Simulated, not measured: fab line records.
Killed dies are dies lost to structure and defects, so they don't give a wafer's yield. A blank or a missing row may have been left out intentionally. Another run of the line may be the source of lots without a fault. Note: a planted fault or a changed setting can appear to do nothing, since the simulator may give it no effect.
8D (eight disciplines) problem report, filled in by code | flow rit cmos | the parts of the form that need people (team, actions taken, sign-off) are left out

1. PROBLEM STATEMENT
Mean of chamber pressure mTorr at RIT_M1_METAL_ETCH_12: 150.02 mTorr across 3 wafers in 2 lots; on wafers with no fault it is 99.99 mTorr (standard deviation 0.098). That is +99 or more standard deviations from the usual mean.
The step: etches Al in Cl2/BCl3, stops on SiO2, time 165 s, target depth 600 nm.
First observed at day 5 16:44: wafer L541.6, on rie metal-03. At this step, 41 wafers from 14 lots have a number in the record. The rule behind "out" and "out of limits": a value lying over 4 standard deviations away from the usual mean. The rest of the wafers with a number are treated as sound.

2. WHAT THIS IS AND IS NOT
question                    | is                     | is not
which readings at this step | chamber pressure mTorr | bcl3 flow sccm, drypump motor current A, throttle valve pct
which lots                  | L541, L544             | L530, L531, L532, L533, L537, L545, L546, L547, L548, L549, L550, L552
which wafers of those lots  | L541.6, L544.3, L544.6 | L541.4, L544.4
read on which tools         | rie metal-03           | rie metal-01, rie metal-04
when                        | from day 5 16:44       | up to then (16 sound wafers); but 22 sound wafers of L544, L545, L546, L547, L548, L549, L550, L552 came after

3. WHAT RULES OUT EACH SUSPECT
Counting: a tool at a process step up to the reading stays a suspect if it ran every lot that is out. Sound lots after the first of them don't rule it out here, since some wafers of a struck lot are sound.
- rie metal-03 at RIT_M1_METAL_ETCH_12 (etches Al in Cl2/BCl3, stops on SiO2, time 165 s, target depth 600 nm): kept. It processed each lot that is out (first: L541, day 5 16:44); up to then, its last sound lot is L532 (day 3 18:37). Out on those wafers are its own readings of chamber pressure mTorr.
- Within rie metal-03 at RIT_M1_METAL_ETCH_12, the wafers that are out were processed in chamber 0 and their sound lot-mates in chamber 1.
The count leaves rie metal-03 at RIT_M1_METAL_ETCH_12.

4. THE CAUSE (what the simulator had put in)
rie metal-03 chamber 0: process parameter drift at RIT_M1_METAL_ETCH_12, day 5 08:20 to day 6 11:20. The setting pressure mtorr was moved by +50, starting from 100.
After counting, this tool was the only one left.

5. THE EFFECT CHAIN, in route order
One row per reading whose mean, taken over the struck wafers that have a number, lies over 3 standard deviations from the usual. Scope: only readings with a usual standard deviation given in the record; hours: median across lots of the time from each lot's start at the first step in this table that gives one to its start at this step; sigmas: change in usual standard deviations.
hours | step                 | reading                | usual       | on struck wafers | change | sigmas
0     | RIT_M1_METAL_ETCH_12 | chamber pressure mTorr | 99.99 mTorr | 150.02           | +50.03 | +99 or more
Its process steps:
- RIT_M1_METAL_ETCH_12: etches Al in Cl2/BCl3, stops on SiO2, time 165 s, target depth 600 nm.

6. HOW IT WOULD HAVE BEEN CAUGHT EARLIER
First out-of-limits reading in this record: day 5 16:44, which is 8 hours after fault onset at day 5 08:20.
